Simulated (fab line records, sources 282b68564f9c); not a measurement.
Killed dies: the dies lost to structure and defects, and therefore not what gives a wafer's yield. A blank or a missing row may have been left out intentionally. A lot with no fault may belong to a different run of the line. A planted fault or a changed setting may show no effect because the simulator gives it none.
One fault seen from 2 desks	flow ritCmos	what lay behind the numbers comes last; until then each desk has only its own

DESK OF THE TOOL OWNER: plasmaAsher-03
The tool's own readings at RIT_PWELL_STRIP_09 (strips in O2, time 180 s): means of the sampled wafers that have a number, for each lot that ran on this tool. Any lot whose mean is over 4 standard deviations away from the usual mean is out of limits and marked OUT; that distance is given in the brackets.
Columns: A = chamberPressureMTorr at RIT_PWELL_STRIP_09, usual 4000 mTorr; B = drypumpMotorCurrentA at RIT_PWELL_STRIP_09, usual 5.4 A
lot	first seen here	A	B
L151	day 2 03:23	4004	5.4
L169	day 5 23:07	4004	5.5
This desk found nothing out of limits on any of the 2 lots.

METROLOGY DESK
Lot by lot, what the gauges showed, no matter which tool ran the lot: averages of those sampled wafers that carry a number. Any lot whose mean is over 4 standard deviations away from the usual mean is out of limits and marked OUT; that distance is given in the brackets.
Columns: A = NWELL_TW at RIT_NWELL_TW_MEAS_10, usual 2129; B = PWELL_OVL at RIT_PWELL_OVL_MEAS_06, usual -0.4 nm; C = PWELL_TW at RIT_PWELL_TW_MEAS_10, usual 946
lot	first seen here	A	B	C
L151	day 2 01:56	2141	-2.1	942
L154	day 2 19:20	2121	-1.5	953
L160	day 3 23:49	2125	0.5	946
L161	day 4 07:54	2145	-0.8	940
L169	day 5 21:37	2127	-2.5	950
L170	day 6 01:15	2112	-3.1	942
This desk found nothing out of limits on any of the 6 lots.

PUT TOGETHER
The tool owner's desk saw nothing out of limits.
The metrology desk saw nothing out of limits.

WHAT WAS PUT IN BY THE SIMULATOR
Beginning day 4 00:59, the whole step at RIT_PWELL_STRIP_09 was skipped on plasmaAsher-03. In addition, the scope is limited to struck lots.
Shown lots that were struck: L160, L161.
